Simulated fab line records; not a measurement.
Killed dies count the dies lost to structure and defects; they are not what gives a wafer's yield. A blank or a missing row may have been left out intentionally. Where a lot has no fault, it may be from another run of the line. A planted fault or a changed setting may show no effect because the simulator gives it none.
fab line records	flow ritCmos
record: lots: 13	wafers: 39	lastDay: 7
route steps=202 shown PRETRO@73 GATE@96 NLDD@109 PLDD@123
lots that met no fault: taken from a fault-free run of the same line
startH: the number of hours between the record's first day and the start of the first shown wafer of the lot	waitH: time in hours since the lot's previous step	" same as the row above	L1.1+2: a single row standing in for several wafers	- no value present, or no start provided	* or withheld: withheld	< > ~ a bound
route shown NAME@n: names a module that has steps shown in the file, with the first one's number in the route	usual: mean and standard deviation over wafers with no fault	same: alike in all rows	chamber/n: place in a boat	sites: readings site by site	_std_site: how widely they spread, as a standard deviation	_edge_site: inner sites' mean taken away from outer sites' mean	radiusMm: how far each site lies from the wafer's centre	mask NAME#n: copy n	behind: tool/chamber where the wafer was last shaped	hold: why the lot went on hold/how many hours it stayed there/how the hold came to an end	device: the n, p or np transistor that did not switch	end of line: at the end of the route, the tests of the same wafers	for a step that has no rows: nothing shown but its recipe	killed: dies lost to structure and defects at the first sort, not the wafer's yield	map: per-die view of a wafer (x killed, . not killed, _ where there is no die)
set.NAME: the setting the step ran with; set.NAME@STEP: the setting that earlier step ran with	model.NAME: the simulator's own value behind a step, which no gauge read
route steps across a sampled set of lots; one table per step, one row per wafer
services: the hour from which a tool's chamber was out of use, counted from the record's first day as startH (under 0 if before that day), plus the number of hours and why
== steps ==
step: RIT_PRETRO_STRIP_09
recipe: chemistry: O2	timeS: 180	resist: NOVOLAK	platenTempC: withheld	powerW: 500	pressureMtorr: 4000	o2FlowSccm: 4000
usual: drypumpMotorCurrentA: 5.33/0.18	runLengthS: 208.5/0.38
lot.wafer	tool	chamber	startH	waitH	drypumpMotorCurrentA	rfHoursCounterH	runLengthS
L268.2	plasmaAsher-01	0	31.37	0.1	5.37	40	208.3
L268.4	"	0	"	"	5.37	-	208.4
L268.5	"	1	"	"	5.26	-	208.3
L270.1	plasmaAsher-01	0	41.85	0.1	5.37	41	208.5
L270.4	"	1	"	"	5.26	-	208.3
L270.5	"	0	"	"	5.37	-	208.2
L273.3	plasmaAsher-01	0	56.71	0.1	5.36	-	208.9
L273.4	"	1	"	"	5.25	-	208.0
L273.6	"	0	"	"	5.36	-	208.3
L274.1	plasmaAsher-04	0	60.86	0.1	5.38	27	209.0
L274.4	"	1	"	"	5.26	-	208.6
L274.6	"	1	"	"	5.27	-	208.4
L275.3	plasmaAsher-04	1	66.67	0.1	5.27	-	208.1
L275.4	"	0	"	"	5.39	-	208.3
L275.5	"	1	"	"	5.29	-	208.1
L276.2	plasmaAsher-01	1	71.57	0.1	5.26	44	208.2
L276.3	"	0	"	"	5.39	-	208.7
L276.4	"	1	"	"	5.25	-	208.1
L278.3	plasmaAsher-04	0	81.75	0.1	5.40	-	208.2
L278.4	"	1	"	"	5.31	-	208.4
L278.6	"	0	"	"	5.40	-	208.3
L279.1	plasmaAsher-01	0	86.44	0.1	5.35	45	208.2
L279.2	"	1	"	"	5.27	45	208.4
L279.5	"	1	"	"	5.28	-	208.2
L280.2	plasmaAsher-04	0	91.81	0.1	5.39	30	208.5
L280.3	"	0	"	"	5.39	-	208.4
L280.6	"	1	"	"	5.30	-	208.2
L287.1	plasmaAsher-04	1	128.80	0.1	5.32	34	208.6
L287.2	"	0	"	"	5.40	34	209.1
L287.6	"	1	"	"	5.32	-	208.2
L288.3	plasmaAsher-02	0	134.21	0.1	4.99	-	209.1
L288.4	"	1	"	"	5.66	-	208.2
L288.6	"	0	"	"	4.98	-	209.4
L289.2	plasmaAsher-04	0	138.90	0.1	5.37	35	208.5
L289.5	"	1	"	"	5.30	-	208.3
L289.6	"	0	"	"	5.35	-	208.6
L291.2	plasmaAsher-04	0	148.47	0.1	5.39	36	208.3
L291.3	"	1	"	"	5.28	-	208.0
L291.4	"	0	"	"	5.38	-	208.3
step: RIT_GATE_STRIP_20
recipe: chemistry: O2	timeS: 180	resist: NOVOLAK	platenTempC: withheld	powerW: 500	pressureMtorr: 4000	o2FlowSccm: 4000
usual: drypumpMotorCurrentA: 5.4/0.32	runLengthS: 208.5/0.44
lot.wafer	tool	chamber	startH	waitH	drypumpMotorCurrentA	rfHoursCounterH	runLengthS
L268.2	plasmaAsher-02	1	36.53	0.1	5.7	42	208.2
L268.4	"	0	"	"	5.0	-	209.5
L268.5	"	0	"	"	5.0	-	209.0
L270.1	plasmaAsher-02	0	47.81	0.1	5.0	43	209.1
L270.4	"	0	"	"	5.0	-	209.1
L270.5	"	1	"	"	5.6	-	208.8
L273.3	plasmaAsher-01	1	62.55	0.1	5.3	-	208.6
L273.4	"	0	"	"	5.4	-	208.4
L273.6	"	1	"	"	5.3	-	208.3
L274.1	plasmaAsher-03	1	65.93	0.1	5.4	42	207.8
L274.4	"	0	"	"	6.0	-	208.4
L274.6	"	0	"	"	6.0	-	208.6
L275.3	plasmaAsher-03	0	72.16	0.1	6.0	-	208.3
L275.4	"	1	"	"	5.4	-	208.6
L275.5	"	1	"	"	5.4	-	207.9
L276.2	plasmaAsher-02	1	78.04	0.1	5.6	46	208.6
L276.3	"	1	"	"	5.6	-	208.7
L276.4	"	0	"	"	5.0	-	209.1
L278.3	plasmaAsher-02	1	86.79	0.1	5.6	-	208.6
L278.4	"	0	"	"	5.0	-	209.3
L278.6	"	1	"	"	5.6	-	208.2
L279.1	plasmaAsher-03	1	91.61	0.1	5.4	44	207.7
L279.2	"	0	"	"	6.0	44	208.4
L279.5	"	1	"	"	5.4	-	208.1
L280.2	plasmaAsher-03	0	97.55	0.1	5.9	45	208.3
L280.3	"	0	"	"	6.0	-	208.1
L280.6	"	0	"	"	5.9	-	208.1
L287.1	plasmaAsher-03	0	135.97	0.1	5.9	50	208.4
L287.2	"	1	"	"	5.4	50	208.0
L287.6	"	0	"	"	6.0	-	208.2
L288.3	plasmaAsher-01	0	142.97	0.1	5.4	-	208.3
L288.4	"	1	"	"	5.3	-	208.1
L288.6	"	0	"	"	5.4	-	208.5
L289.2	plasmaAsher-01	1	145.98	0.1	5.3	3	208.1
L289.5	"	0	"	"	5.4	-	208.8
L289.6	"	1	"	"	5.3	-	208.8
L291.2	plasmaAsher-02	1	154.85	0.1	5.6	54	208.8
L291.3	"	0	"	"	5.0	-	209.4
L291.4	"	1	"	"	5.6	-	208.8
step: RIT_NLDD_OVL_MEAS_06
usual: NLDD_OVL: 0.6/1.3
lot.wafer	tool	chamber	startH	waitH	NLDD_OVL[nm]
L268.2	overlay-01	-	40.90	-	1.0
L268.4	"	-	"	"	-0.4
L268.5	"	-	"	"	1.0
L270.1	overlay-02	-	52.25	-	-1.6
L270.4	"	-	"	"	-1.6
L270.5	"	-	"	"	-1.1
L273.3	overlay-02	-	66.77	-	-1.0
L273.4	"	-	"	"	-1.2
L273.6	"	-	"	"	-0.8
L274.1	overlay-02	-	70.64	-	0.1
L274.4	"	-	"	"	-0.2
L274.6	"	-	"	"	-0.6
L275.3	overlay-01	-	76.79	-	-1.7
L275.4	"	-	"	"	-0.8
L275.5	"	-	"	"	2.6
L276.2	overlay-01	-	82.17	-	-0.3
L276.3	"	-	"	"	-0.8
L276.4	"	-	"	"	0.1
L278.3	overlay-01	-	91.50	-	1.2
L278.4	"	-	"	"	1.1
L278.6	"	-	"	"	0.7
L279.1	overlay-01	-	95.85	-	-0.6
L279.2	"	-	"	"	-1.7
L279.5	"	-	"	"	-1.1
L280.2	overlay-02	-	102.17	-	2.2
L280.3	"	-	"	"	1.6
L280.6	"	-	"	"	1.5
L287.1	overlay-01	-	141.19	-	2.2
L287.2	"	-	"	"	0.6
L287.6	"	-	"	"	1.0
L288.3	overlay-01	-	147.36	-	1.8
L288.4	"	-	"	"	1.5
L288.6	"	-	"	"	1.4
L289.2	overlay-01	-	150.11	-	0.5
L289.5	"	-	"	"	-0.4
L289.6	"	-	"	"	0.7
L291.2	overlay-02	-	159.18	-	0.1
L291.3	"	-	"	"	1.1
L291.4	"	-	"	"	0.0
step: RIT_PLDD_STRIP_09
recipe: chemistry: O2	timeS: 180	resist: NOVOLAK	platenTempC: withheld	powerW: 500	pressureMtorr: 4000	o2FlowSccm: 4000
usual: drypumpMotorCurrentA: 5.43/0.29	runLengthS: 208.5/0.43
lot.wafer	tool	chamber	startH	waitH	drypumpMotorCurrentA	rfHoursCounterH	runLengthS
L268.2	plasmaAsher-03	1	42.65	0.1	5.40	39	208.5
L268.4	"	0	"	"	6.00	-	208.1
L268.5	"	1	"	"	5.40	-	208.2
L270.1	plasmaAsher-03	0	54.13	0.1	5.94	40	208.5
L270.4	"	1	"	"	5.39	-	207.9
L270.5	"	1	"	"	5.43	-	208.1
L273.3	plasmaAsher-02	1	68.70	0.1	5.68	-	208.4
L273.4	"	0	"	"	5.01	-	209.1
L273.6	"	0	"	"	4.99	-	209.4
L274.1	plasmaAsher-04	1	72.40	0.1	5.27	28	208.2
L274.4	"	0	"	"	5.38	-	208.2
L274.6	"	1	"	"	5.29	-	208.1
L275.3	plasmaAsher-02	0	78.95	0.1	5.01	-	209.0
L275.4	"	1	"	"	5.62	-	208.2
L275.5	"	1	"	"	5.62	-	208.4
L276.2	plasmaAsher-02	1	84.20	0.1	5.62	47	208.2
L276.3	"	1	"	"	5.64	-	208.3
L276.4	"	0	"	"	5.00	-	209.2
L278.3	plasmaAsher-03	0	93.30	0.1	5.94	-	208.3
L278.4	"	1	"	"	5.38	-	208.2
L278.6	"	0	"	"	5.96	-	208.6
L279.1	plasmaAsher-02	0	97.64	0.1	5.00	48	72.4
L279.2	"	1	"	"	5.62	48	72.3
L279.5	"	0	"	"	4.99	-	72.3
L280.2	plasmaAsher-04	1	103.92	0.1	5.28	31	208.3
L280.3	"	1	"	"	5.29	-	209.0
L280.6	"	1	"	"	5.31	-	208.0
L287.1	plasmaAsher-04	0	143.07	0.1	5.37	36	208.7
L287.2	"	1	"	"	5.28	36	208.1
L287.6	"	0	"	"	5.39	-	208.5
L288.3	plasmaAsher-02	1	149.29	0.1	5.66	-	208.8
L288.4	"	0	"	"	5.00	-	209.1
L288.6	"	1	"	"	5.66	-	208.4
L289.2	plasmaAsher-02	1	151.86	0.1	5.66	53	208.2
L289.5	"	1	"	"	5.62	-	208.2
L289.6	"	0	"	"	4.98	-	209.6
L291.2	plasmaAsher-04	0	160.93	0.1	5.41	37	208.6
L291.3	"	0	"	"	5.42	-	208.8
L291.4	"	1	"	"	5.27	-	208.2
== services ==
tool	chamber	startH	hours	kind
plasmaAsher-04	-	30.46	1.8	repair
plasmaAsher-04	-	59.66	0.8	repair
plasmaAsher-01	-	77.77	2.8	pm
plasmaAsher-02	-	105.46	2.7	repair
plasmaAsher-01	-	108.75	9.0	pm
plasmaAsher-01	0	108.75	9.0	ventCycle
plasmaAsher-01	1	108.75	9.0	ventCycle
plasmaAsher-01	0	117.75	-	clean
plasmaAsher-01	1	117.75	-	clean
plasmaAsher-03	-	142.47	3.9	repair
plasmaAsher-02	-	143.78	2.8	repair
== key ==
firstSign: step: RIT_PLDD_STRIP_09	reading: runLengthS	direction: down	sigmas: 99+	usual: *	struck: *
effect none on later readings
metAt RIT_PLDD_STRIP_09
struckLots L279
laterRowsLeftOut L279.1,L279.2,L279.5
sortLeftOut L279.1,L279.2,L279.5
testerLeftOut L279
notActingAt RIT_PRETRO_STRIP_09,RIT_GATE_STRIP_20,RIT_NLDD_OVL_MEAS_06
onsetBetween 84.20 97.64
fault: kind: stripAborted	tool: plasmaAsher-02	chamber: -	onsetH: 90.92	steps: RIT_PLDD_STRIP_09	offset: 0.6	endH: 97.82
testerLeftOut: of these lots the tester's yield and bins aren't shown, on N5 and GAA mostly nor the transistor test; their killed dies are dies lost to structure and defects alone, not to doping, threshold or leakage, so they don't give the yield
sortLeftOut: the simulated sort isn't trusted on such a fault, so these wafers' sort isn't shown, and their yield isn't known
laterRowsLeftOut: the simulator's readings of these wafers behind a module that went badly wrong aren't trusted and aren't shown, but for the sort
